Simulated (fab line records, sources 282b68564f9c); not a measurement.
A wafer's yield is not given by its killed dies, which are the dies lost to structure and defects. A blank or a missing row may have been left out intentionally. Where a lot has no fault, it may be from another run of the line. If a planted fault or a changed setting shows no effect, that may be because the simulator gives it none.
Struck lot and sound lot, side by side	flow rit_cmos	14 out of 202 route steps
Sound: wafers L106.2, L106.4, L106.5. Struck: wafers L103.3, L103.5, L103.6. The cause comes at the end.
For every step that has rows: the tool of each side, followed by ch and its chambers, followed by its first start. Under that, the readings that differ: sound wafers	struck wafers	difference of the means	sigmas: that difference in standard deviations of wafers without a fault.
alike: readings with means less than 2 such deviations apart, plus words and numbers identical on both sides. not compared: withheld readings, readings lacking a value on some wafer, bounds such as >300 that could conceal the same value, and numbers that have no deviation in the record and whose values overlap.
Wherever a step has rows on one side only, a row that says differs or no value, or a row with sigmas, the two part there. Non-overlapping numbers with no deviation appear without sigmas and do not part them. A reading missing from all wafers of one side parts the sides only when that side holds two or more wafers.

first, 1 step without rows for these wafers: RIT_PLDD_IMPLANT_08.
RIT_PLDD_STRIP_09: strips in O2, time 180 s.
  sound on plasma_asher-03 ch 0,1, day 5 19:34; struck on plasma_asher-03 ch 0,1, day 5 03:54
  alike: drypump_motor_current_A
  not compared: rf_hours_counter_h
RIT_PLDD_TW_MEAS_10:
  sound on film_metro-01, day 5 19:44; struck on film_metro-01, day 5 04:02
  alike: PLDD_TW
then, 4 steps without rows for these wafers: RIT_SPACER_CLEAN_00 (cleans in SC1, time 600 s); RIT_SPACER_CLEAN_01 (cleans in dHF, time 30 s); RIT_SPACER_CLEAN_02 (cleans in SC2, time 600 s); RIT_SPACER_CVD_03 (deposits Si3N4 from SiH2Cl2/NH3, target thk 250 nm, time 3300 s).
RIT_SPACER_THK_MEAS_04:
  sound on film_metro-04, day 5 22:07; struck on film_metro-03, day 5 06:23
reading	sound	struck	difference	sigmas
SPACER_NITRIDE_THK (nm)	250.2 250.9 252.0	242.9 244.9 243.2	-7.4	-3
RIT_SPACER_ETCHBACK_05: etches Si3N4 in SF6/CHF3, stops on SiO2, target depth 250 nm, time 240 s.
  sound on rie_diel-04 ch 1,2, day 5 22:10; struck on rie_diel-04 ch 1,2,3, day 5 06:25
  alike: drypump_motor_current_A, oes_product_au, throttle_valve_pct
  not compared: rf_hours_counter_h
then, 3 steps without rows for these wafers: RIT_NSD_HMDS_00 (prime time 60 s); RIT_NSD_COAT_01 (resist thk 1000 nm); RIT_NSD_SOFTBAKE_02 (time 60 s).
RIT_NSD_EXPOSE_03: exposes mask M9, target cd 40700 nm.
  struck on iline_stepper-01, day 5 07:11; sound on iline_stepper-01 ch 0, day 5 22:55
  no value came back on the struck wafers for exposure_dose_mJ_cm2, focus_offset_nm (nm); on the sound wafers exposure_dose_mJ_cm2 reads 249.70 249.83 249.87
  alike: mask
after that, 1 step had no rows for these wafers: RIT_NSD_PEB_04.

== WHERE THEY PART ==
At RIT_SPACER_THK_MEAS_04 first; at RIT_NSD_EXPOSE_03 last (within this record only).

WHY: what had been put in by the simulator
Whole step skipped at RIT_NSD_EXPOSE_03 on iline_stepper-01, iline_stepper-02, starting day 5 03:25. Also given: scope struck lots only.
